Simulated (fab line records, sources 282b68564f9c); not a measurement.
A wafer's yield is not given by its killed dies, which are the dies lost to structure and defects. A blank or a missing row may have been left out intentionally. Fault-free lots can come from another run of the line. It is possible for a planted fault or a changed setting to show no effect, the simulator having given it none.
fab line records | flow rit-cmos
[record] lots = 6 wafers = 18 last-day = 7
route steps=202 shown REOX@100 NLDD@103 PLDD@114 SPACER@125 NSD@131 M1@202
lots with no fault: from the same line, run without faults
start-h: the number of hours between the record's first day and the start of the first shown wafer of the lot | wait-h: hours since the lot's step before | " the same as in the row above | L1.1+2: a row that stands for several wafers | - no value, or no start given | * or withheld: withheld | < > ~ a bound
route shown NAME@n: a module of which the file shows steps, and the number in the route of the first | usual: average and standard deviation across the fault-free wafers | same: alike in all rows | chamber/n: place in a boat | sites: each site's reading | _std_site: standard deviation across them | _edge_site: mean of outer sites minus mean of inner sites | radius-mm: for every site, how far away it sits from the centre of the wafer | mask NAME#n: copy n | behind: the most recent tool/chamber to have shaped the wafer | hold: why the lot went on hold/how many hours it stayed there/how the hold came to an end | device: names the non-switching transistor (n, p or np) | end of line: the tests these same wafers got at the end of their route | a step with no rows: only its recipe | killed: dies lost to structure and defects at the first sort, not the wafer's yield | map: dies across one wafer; x = killed, . = not, _ = none there
set.NAME: setting as actually run; set.NAME@STEP: the setting as run at that earlier step | model.NAME: the simulator's own value behind a step, which no gauge read
lots at selected steps of the route; one table per step, one row per wafer
services: from which hour (start-h, from the record's first day; less than 0 if before it) a tool's chamber was out of use, for how many hours, and why
[[steps]]
[step RIT_REOX_CLEAN_02]
[recipe] chemistry = SC2 mix = 3:3:50 time-s = 600 temp-c = 75 dry = n2-spin
[step RIT_REOX_OXIDATION_03]
[recipe] temp-c = 900 ambient = O2 target-thk-a = 252 ox-time-s = 5580
[step RIT_REOX_THK_MEAS_04]
[recipe] reads = SiO2_of_REOX_OXIDATION_03
[usual] REOX_OXIDE_THK = 25.1/0.44
// columns lot.wafer tool chamber start-h wait-h REOX_OXIDE_THK[nm]
L299.3 film-metro-01 - 71.49 0.0 25.0
L299.4 " - " " 24.6
L299.6 " - " " 24.6
L300.2 film-metro-04 - 73.31 0.0 25.0
L300.3 " - " " 25.2
L300.6 " - " " 24.8
L309.1 film-metro-01 - 120.21 0.0 24.8
L309.3 " - " " 25.3
L309.6 " - " " 24.7
L313.1 film-metro-04 - 137.35 0.0 25.9
L313.4 " - " " 26.0
L313.5 " - " " 25.8
L315.1 film-metro-01 - 146.26 0.0 24.6
L315.2 " - " " 24.6
L315.3 " - " " 24.4
L318.1 film-metro-01 - 157.04 0.0 24.3
L318.3 " - " " 24.1
L318.4 " - " " 24.6
[step RIT_NLDD_HMDS_00]
[recipe] prime-time-s = 60 prime-temp-c = 140
[step RIT_NLDD_COAT_01]
[recipe] resist = NOVOLAK spin-rpm = 3250 resist-thk-nm = 1000
[step RIT_NLDD_SOFTBAKE_02]
[recipe] resist = NOVOLAK temp-c = 90 time-s = 60
[step RIT_NLDD_EXPOSE_03]
[recipe] mask-id = M7 na = 0.57 target-cd-nm = 40700 dose-mj = 250
[step RIT_NLDD_PEB_04]
[recipe] resist = NOVOLAK temp-c = withheld time-s = withheld
[step RIT_NLDD_DEVELOP_05]
[recipe] resist = NOVOLAK develop-time-s = 50 dev-temp-c = 23
[step RIT_NLDD_OVL_MEAS_06]
[usual] NLDD_OVL = -0.7/1.4
// columns lot.wafer tool chamber start-h wait-h NLDD_OVL[nm]
L299.3 overlay-01 - 72.45 - -0.4
L299.4 " - " " -0.3
L299.6 " - " " -1.8
L300.2 overlay-02 - 74.34 - -0.1
L300.3 " - " " -1.2
L300.6 " - " " -0.2
L309.1 overlay-02 - 121.12 - -2.1
L309.3 " - " " -2.3
L309.6 " - " " -2.6
L313.1 overlay-01 - 138.29 - -2.2
L313.4 " - " " -2.2
L313.5 " - " " -1.8
L315.1 overlay-01 - 147.17 - 0.5
L315.2 " - " " 0.1
L315.3 " - " " -0.3
L318.1 overlay-02 - 158.07 - -2.1
L318.3 " - " " -1.8
L318.4 " - " " -3.3
[step RIT_NLDD_HARDBAKE_07]
[recipe] resist = NOVOLAK temp-c = 140 time-s = 60
[step RIT_NLDD_IMPLANT_08]
[recipe] species = P energy-kev = 20 dose-cm2 = 5e+14 tilt-deg = 7
[step RIT_NLDD_STRIP_09]
[recipe] chemistry = O2 time-s = 180 resist = NOVOLAK platen-temp-c = withheld power-w = 500 pressure-mtorr = 4000 o2-flow-sccm = 4000
[usual] drypump-motor-current-A = 6.1/0.41
// columns lot.wafer tool chamber start-h wait-h drypump-motor-current-A rf-hours-counter-h
L299.3 plasma-asher-02 1 72.83 0.1 5.8 -
L299.4 " 0 " " 5.7 -
L299.6 " 1 " " 5.8 -
L300.2 plasma-asher-01 1 74.67 0.1 6.4 46
L300.3 " 0 " " 5.6 -
L300.6 " 0 " " 5.6 -
L309.1 plasma-asher-03 1 121.46 0.1 6.3 49
L309.3 " 1 " " 6.3 -
L309.6 " 1 " " 6.3 -
L313.1 plasma-asher-02 1 138.62 0.1 5.8 45
L313.4 " 1 " " 5.8 -
L313.5 " 1 " " 5.8 -
L315.1 plasma-asher-02 0 147.51 0.1 5.7 46
L315.2 " 1 " " 5.8 46
L315.3 " 0 " " 5.7 -
L318.1 plasma-asher-01 1 158.43 0.1 6.4 4
L318.3 " 1 " " 6.4 -
L318.4 " 0 " " 5.6 -
[step RIT_NLDD_TW_MEAS_10]
[usual] NLDD_TW = 2481/15
// columns lot.wafer tool chamber start-h wait-h NLDD_TW
L299.3 film-metro-01 - 72.97 0.1 2480
L299.4 " - " " 2494
L299.6 " - " " 2495
L300.2 film-metro-01 - 74.86 0.1 2505
L300.3 " - " " 2477
L300.6 " - " " 2494
L309.1 film-metro-01 - 121.64 0.1 2494
L309.3 " - " " 2491
L309.6 " - " " 2484
L313.1 film-metro-01 - 138.80 0.1 2483
L313.4 " - " " 2497
L313.5 " - " " 2490
L315.1 film-metro-03 - 147.68 0.1 2472
L315.2 " - " " 2487
L315.3 " - " " 2458
L318.1 film-metro-01 - 158.60 0.1 2476
L318.3 " - " " 2478
L318.4 " - " " 2490
[step RIT_PLDD_HMDS_00]
[recipe] prime-time-s = 60 prime-temp-c = 140
[step RIT_PLDD_COAT_01]
[recipe] resist = NOVOLAK spin-rpm = 3250 resist-thk-nm = 1000
[step RIT_PLDD_SOFTBAKE_02]
[recipe] resist = NOVOLAK temp-c = 90 time-s = 60
[step RIT_PLDD_EXPOSE_03]
[recipe] mask-id = M8 na = 0.57 target-cd-nm = 40900 dose-mj = 250
[step RIT_PLDD_PEB_04]
[recipe] resist = NOVOLAK temp-c = withheld time-s = withheld
[step RIT_PLDD_DEVELOP_05]
[recipe] resist = NOVOLAK develop-time-s = 50 dev-temp-c = 23
[step RIT_PLDD_OVL_MEAS_06]
[usual] PLDD_OVL = -0.9/1.3
// columns lot.wafer tool chamber start-h wait-h PLDD_OVL[nm]
L299.3 overlay-01 - 74.00 - -1.5
L299.4 " - " " -1.1
L299.6 " - " " -1.1
L300.2 overlay-02 - 75.89 - -2.2
L300.3 " - " " -2.3
L300.6 " - " " -2.5
L309.1 overlay-02 - 122.55 - -2.2
L309.3 " - " " -2.2
L309.6 " - " " -2.0
L313.1 overlay-02 - 139.83 - -1.7
L313.4 " - " " 0.3
L313.5 " - " " -1.0
L315.1 overlay-01 - 148.69 - 1.4
L315.2 " - " " 0.1
L315.3 " - " " 1.1
L318.1 overlay-01 - 159.64 - 0.9
L318.3 " - " " 0.2
L318.4 " - " " -1.0
[step RIT_PLDD_HARDBAKE_07]
[recipe] resist = NOVOLAK temp-c = 140 time-s = 60
[step RIT_PLDD_IMPLANT_08]
[recipe] species = BF2 energy-kev = 20 dose-cm2 = 9e+14 tilt-deg = 7
[step RIT_PLDD_STRIP_09]
[recipe] chemistry = O2 time-s = 180 resist = NOVOLAK platen-temp-c = withheld power-w = 500 pressure-mtorr = 4000 o2-flow-sccm = 4000
[usual] drypump-motor-current-A = 6.2/0.37
// columns lot.wafer tool chamber start-h wait-h drypump-motor-current-A rf-hours-counter-h
L299.3 plasma-asher-02 0 74.38 0.1 5.6 -
L299.4 " 1 " " 5.8 -
L299.6 " 0 " " 5.7 -
L300.2 plasma-asher-04 0 76.22 0.1 6.0 28
L300.3 " 1 " " 6.2 -
L300.6 " 0 " " 6.0 -
L309.1 plasma-asher-03 0 122.88 0.1 6.8 50
L309.3 " 0 " " 6.8 -
L309.6 " 1 " " 6.3 -
L313.1 plasma-asher-02 0 140.17 0.1 5.6 45
L313.4 " 0 " " 5.6 -
L313.5 " 1 " " 5.8 -
L315.1 plasma-asher-03 1 149.03 0.1 6.3 52
L315.2 " 0 " " 6.8 52
L315.3 " 1 " " 6.3 -
L318.1 plasma-asher-03 1 159.97 0.1 6.3 53
L318.3 " 0 " " 6.8 -
L318.4 " 1 " " 6.3 -
[step RIT_PLDD_TW_MEAS_10]
[usual] PLDD_TW = 2341/14
// columns lot.wafer tool chamber start-h wait-h PLDD_TW
L299.3 film-metro-01 - 74.51 0.1 2336
L299.4 " - " " 2345
L299.6 " - " " 2326
L300.2 film-metro-03 - 76.40 0.1 2331
L300.3 " - " " 2328
L300.6 " - " " 2350
L309.1 film-metro-01 - 123.06 0.1 2351
L309.3 " - " " 2346
L309.6 " - " " 2350
L313.1 film-metro-01 - 140.35 0.1 2351
L313.4 " - " " 2346
L313.5 " - " " 2349
L315.1 film-metro-03 - 149.20 0.1 2327
L315.2 " - " " 2329
L315.3 " - " " 2332
L318.1 film-metro-01 - 160.15 0.1 2341
L318.3 " - " " 2349
L318.4 " - " " 2350
[step RIT_SPACER_CLEAN_00]
[recipe] chemistry = SC1 mix = 3:3:50 time-s = 600 temp-c = 75
[step RIT_SPACER_CLEAN_01]
[recipe] chemistry = dHF dilution = 50:1 time-s = 30
[step RIT_SPACER_CLEAN_02]
[recipe] chemistry = SC2 mix = 3:3:50 time-s = 600 temp-c = 75 dry = n2-spin
[step RIT_SPACER_CVD_03]
[recipe] material = Si3N4 target-thk-nm = 250 temp-c = 810 precursor = SiH2Cl2/NH3 time-s = 3300 pressure-mtorr = 300 sih2cl2-flow-sccm = 60 nh3-flow-sccm = 150
[step RIT_SPACER_THK_MEAS_04]
[recipe] reads = Si3N4_of_SPACER_CVD_03
[usual] SPACER_NITRIDE_THK = 250.7/2.6
// columns lot.wafer tool chamber start-h wait-h SPACER_NITRIDE_THK[nm]
L299.3 film-metro-04 - 76.86 0.0 248.9
L299.4 " - " " 247.3
L299.6 " - " " 247.3
L300.2 film-metro-02 - 78.75 0.0 249.6
L300.3 " - " " 250.3
L300.6 " - " " 249.9
L309.1 film-metro-03 - 126.48 0.0 253.3
L309.3 " - " " 253.7
L309.6 " - " " 253.8
L313.1 film-metro-04 - 142.70 0.0 251.7
L313.4 " - " " 249.9
L313.5 " - " " 250.3
L315.1 film-metro-03 - 151.54 0.0 249.1
L315.2 " - " " 249.6
L315.3 " - " " 247.3
L318.1 film-metro-04 - 162.49 0.0 251.7
L318.3 " - " " 249.8
L318.4 " - " " 251.3
[step RIT_SPACER_ETCHBACK_05]
[recipe] target-depth-a = 2500 SF6_flow_sccm = 30 CHF3_flow_sccm = 30 target = Si3N4 chemistry = SF6/CHF3 pressure-mtorr = 40 rf-w = 250 time-s = 240 stop-on = SiO2
[usual] drypump-motor-current-A = 5.8/0.65 oes-product-au = 0.846/0.015 throttle-valve-pct = 10.31/0.16
// columns lot.wafer tool chamber start-h wait-h drypump-motor-current-A oes-product-au rf-hours-counter-h throttle-valve-pct
L299.3 rie-diel-01 3 76.90 0.0 6.6 0.845 108 10.14
L299.4 " 3 " " 6.6 0.837 - 10.14
L299.6 " 1 " " 6.0 0.812 - 10.23
L300.2 rie-diel-04 2 78.80 0.0 5.0 0.854 70 10.54
L300.3 " 0 " " 6.6 0.857 2 10.18
L300.6 " 0 " " 6.6 0.869 - 10.15
L309.1 rie-diel-04 2 126.54 0.1 5.0 0.859 71 10.55
L309.3 " 0 " " 6.6 0.868 3 10.17
L309.6 " 3 " " 6.4 0.842 - 10.31
L313.1 rie-diel-04 3 142.76 0.1 6.4 0.831 52 10.30
L313.4 " 1 " " 5.0 0.853 9 10.04
L313.5 " 0 " " 6.7 0.863 - 10.17
L315.1 rie-diel-04 3 151.60 0.1 6.4 0.828 53 10.28
L315.2 " 2 " " 5.1 0.854 71 10.55
L315.3 " 1 " " 5.0 0.851 9 10.03
L318.1 rie-diel-02 1 162.55 0.1 6.4 0.860 8 10.49
L318.3 " 2 " " 5.3 0.825 6 10.58
L318.4 " 0 " " 5.6 0.848 - 10.23
[step RIT_NSD_HMDS_00]
[recipe] prime-time-s = 60 prime-temp-c = 140
[step RIT_NSD_COAT_01]
[recipe] resist = NOVOLAK spin-rpm = 3250 resist-thk-nm = 1000
[step RIT_NSD_SOFTBAKE_02]
[recipe] resist = NOVOLAK temp-c = 90 time-s = 60
[step RIT_NSD_EXPOSE_03]
[recipe] mask-id = M9 na = 0.57 target-cd-nm = 40700 dose-mj = 250
[step RIT_NSD_PEB_04]
[recipe] resist = NOVOLAK temp-c = withheld time-s = withheld
[step RIT_NSD_DEVELOP_05]
[recipe] resist = NOVOLAK develop-time-s = 50 dev-temp-c = 23
[step RIT_NSD_OVL_MEAS_06]
[usual] NSD_OVL = 0.4/1.4
// columns lot.wafer tool chamber start-h wait-h NSD_OVL[nm]
L299.3 overlay-01 - 78.03 - -2.1
L299.4 " - " " -1.4
L299.6 " - " " -0.7
L300.2 overlay-01 - 79.80 - -0.2
L300.3 " - " " 0.5
L300.6 " - " " -1.1
L309.1 overlay-01 - 127.67 - -0.2
L309.3 " - " " 2.2
L309.6 " - " " 2.0
L313.1 overlay-01 - 143.89 - 0.4
L313.4 " - " " 0.6
L313.5 " - " " 0.7
L315.1 overlay-02 - 152.82 - 3.3
L315.2 " - " " 3.7
L315.3 " - " " 3.6
L318.1 overlay-02 - 163.55 - 1.9
L318.3 " - " " 2.2
L318.4 " - " " 1.9
[step RIT_NSD_HARDBAKE_07]
[recipe] resist = NOVOLAK temp-c = 140 time-s = 60
[step RIT_NSD_IMPLANT_08]
[recipe] species = P energy-kev = 25 dose-cm2 = 1e+15 tilt-deg = 7
[step RIT_NSD_STRIP_09]
[recipe] chemistry = O2 time-s = 180 resist = NOVOLAK platen-temp-c = withheld power-w = 500 pressure-mtorr = 4000 o2-flow-sccm = 4000
[usual] drypump-motor-current-A = 6.3/0.31
// columns lot.wafer tool chamber start-h wait-h drypump-motor-current-A rf-hours-counter-h
L299.3 plasma-asher-03 0 78.42 0.1 6.8 -
L299.4 " 1 " " 6.3 -
L299.6 " 1 " " 6.3 -
L300.2 plasma-asher-03 1 80.13 0.1 6.3 45
L300.3 " 1 " " 6.3 -
L300.6 " 0 " " 6.8 -
L309.1 plasma-asher-03 1 128.00 0.1 6.3 50
L309.3 " 1 " " 6.3 -
L309.6 " 0 " " 6.8 -
L313.1 plasma-asher-03 0 144.23 0.1 6.8 52
L313.4 " 1 " " 6.3 -
L313.5 " 1 " " 6.3 -
L315.1 plasma-asher-04 0 153.16 0.1 6.0 37
L315.2 " 1 " " 6.2 37
L315.3 " 0 " " 6.0 -
L318.1 plasma-asher-03 1 163.89 0.1 6.3 54
L318.3 " 0 " " 6.8 -
L318.4 " 1 " " 6.3 -
[step RIT_NSD_TW_MEAS_10]
[usual] NSD_TW = 3102/16
// columns lot.wafer tool chamber start-h wait-h NSD_TW
L299.3 film-metro-03 - 78.55 0.1 3101
L299.4 " - " " 3130
L299.6 " - " " 3091
L300.2 film-metro-03 - 80.32 0.1 3122
L300.3 " - " " 3117
L300.6 " - " " 3108
L309.1 film-metro-03 - 128.18 0.1 3076
L309.3 " - " " 3075
L309.6 " - " " 3087
L313.1 film-metro-03 - 144.40 0.1 3086
L313.4 " - " " 3110
L313.5 " - " " 3092
L315.1 film-metro-03 - 153.34 0.1 3094
L315.2 " - " " 3090
L315.3 " - " " 3110
L318.1 film-metro-04 - 164.06 0.1 3108
L318.3 " - " " 3108
L318.4 " - " " 3125
[step RIT_M1_PROBE_99]
[usual] killed-at-front-end = 6/3 killed-dies = 7/3 killed-open = 3.1/2 killed-short = 3.4/2
[same] gross-dies = 264 killed_at_M0_to_M3 = 0 killed_at_M4_up = 0 killed-at-back-side = 0 killed-at-contacts = 0 killed-at-other = 0
// columns lot.wafer tool chamber start-h wait-h killed-at-front-end killed-dies killed-open killed-short
L300.2 prober-02 - 89.69 0.1 9 9 3 6
L300.3 prober-02 - 89.74 0.2 5 5 2 3
L300.6 prober-02 - 89.89 0.2 9 9 5 4
L309.1 prober-01 - 137.72 0.1 9 9 1 8
L309.3 prober-01 - 137.82 0.2 5 5 3 2
L309.6 prober-01 - 137.97 0.2 4 4 4 0
L313.1 prober-01 - 154.10 0.1 40 40 1 1
L313.4 prober-01 - 154.25 0.2 42 42 1 1
L313.5 prober-01 - 154.30 0.2 38 38 0 2
L315.1 prober-01 - 163.26 0.1 1 1 1 0
L315.2 prober-01 - 163.31 0.1 44 44 3 6
L315.3 prober-01 - 163.36 0.2 4 4 3 1
L318.1 prober-01 - 173.51 0.1 4 4 1 3
L318.3 prober-01 - 173.61 0.2 4 4 1 3
L318.4 prober-01 - 173.66 0.2 5 5 1 4
// killed by level:class
L300.2 FOX1:geometric-particle:short=2 GATE:geometric-particle:open=2 SPACER:geometric-particle:short=2 ACTIVE:geometric-particle:short=1 FOX2:geometric-particle:short=1 SILICIDE:geometric-particle:open=1
L300.3 FOX1:geometric-particle:open=1 GATE:geometric-particle:short=1 REOX:geometric-particle:short=1 SPACER:geometric-particle:open=1 SILICIDE:geometric-particle:short=1
L300.6 GATE:geometric-particle:short=3 FOX2:geometric-particle:open=2 SPACER:geometric-particle:open=2 FOX1:geometric-particle:short=1 GATE:geometric-particle:open=1
L309.1 GATE:geometric-particle:short=5 FOX1:geometric-particle:short=3 FOX1:geometric-particle:open=1
L309.3 FOX1:geometric-particle:open=1 GATE:geometric-particle:short=1 REOX:geometric-particle:open=1 SPACER:geometric-particle:open=1 SPACER:geometric-particle:short=1
L309.6 GATE:geometric-particle:open=3 SPACER:geometric-particle:open=1
L313.1 NLDD:unspecified=38 GATE:geometric-particle:short=1 SPACER:geometric-particle:open=1
L313.4 NLDD:unspecified=40 SPACER:geometric-particle:short=1 SPACER:geometric-particle:open=1
L313.5 NLDD:unspecified=36 FOX1:geometric-particle:short=1 REOX:geometric-particle:short=1
L315.1 FOX2:geometric-particle:open=1
L315.2 NLDD:unspecified=35 GATE:geometric-particle:short=2 SILICIDE:geometric-particle:open=2 SILICIDE:geometric-particle:short=2 GATE:geometric-particle:open=1 REOX:geometric-particle:short=1 SPACER:geometric-particle:short=1
L315.3 GATE:geometric-particle:open=3 SILICIDE:geometric-particle:short=1
L318.1 GATE:geometric-particle:short=2 REOX:geometric-particle:open=1 REOX:geometric-particle:short=1
L318.3 GATE:geometric-particle:short=2 FOX1:geometric-particle:short=1 GATE:geometric-particle:open=1
L318.4 GATE:geometric-particle:short=4 FOX2:geometric-particle:open=1
// map L313.4 (x killed, . not)
________......._______
_____.............____
____...............___
___.................__
__..................._
__..xx....xxxxx......_
_.........xxxxxxx.....
_.........xxxxxxxx....
_.........xxxxxxxx....
_..........xxxxxxx....
__........x.xx.x....._
__.........x........._
___.................__
____...............___
_____.............____
________......._______
// map L315.2 (x killed, . not)
________......._______
_____.............____
____......x.......x___
___.................__
__...........x......._
__.........xxxxx....._
_x.........xxxxx.x....
_........x.xxxxxx.....
_.........xxxxxxx.....
_......x..xxxxxx.x....
__.........xx...x...._
__..................._
___......x.x.....x..__
____...............___
_____.............____
________.....x._______
[[services]]
// columns tool chamber start-h hours kind
plasma-asher-03 - 56.59 2.4 repair
rie-diel-01 0 76.22 - clean
rie-diel-01 0 76.22 24.8 scheduled-down
rie-diel-01 0 76.22 24.8 vent-cycle
rie-diel-01 3 77.46 16.6 repair
plasma-asher-02 - 105.02 4.3 repair
plasma-asher-01 - 108.75 9.0 pm
plasma-asher-01 0 108.75 9.0 vent-cycle
plasma-asher-01 1 108.75 9.0 vent-cycle
plasma-asher-01 0 117.75 - clean
plasma-asher-01 1 117.75 - clean
rie-diel-02 - 126.93 28.1 pm
plasma-asher-02 - 135.24 0.7 repair
rie-diel-01 1 157.42 - clean
rie-diel-01 1 157.42 17.0 scheduled-down
rie-diel-01 1 157.42 17.0 vent-cycle
rie-diel-01 2 157.57 2.2 repair
rie-diel-02 3 157.63 5.5 repair
plasma-asher-04 - 162.32 2.8 pm
[[key]]
[first-sign] step = RIT_M1_PROBE_99 reading = killed-at-front-end direction = up sigmas = 11 usual = 6 struck = 41
[effect] step = RIT_M1_PROBE_99 reading = killed-dies direction = up sigmas = 11 usual = 7 struck = 41
met-at RIT_NLDD_STRIP_09
struck-wafers L313.1,L313.4,L313.5,L315.2
tester-left-out L313,L315
onset-between 72.83 138.62
[fault] kind = chamber-particle-source tool = plasma-asher-02 chamber = 1 onset-h = 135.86 steps = RIT_NLDD_STRIP_09 rate-per-visit-cm2 = 1.7039 end-h = 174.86
// tester-left-out: of these lots the tester's yield and bins aren't shown, on N5 and GAA mostly nor the transistor test; their killed dies are dies lost to structure and defects alone, not to doping, threshold or leakage, so they don't give the yield
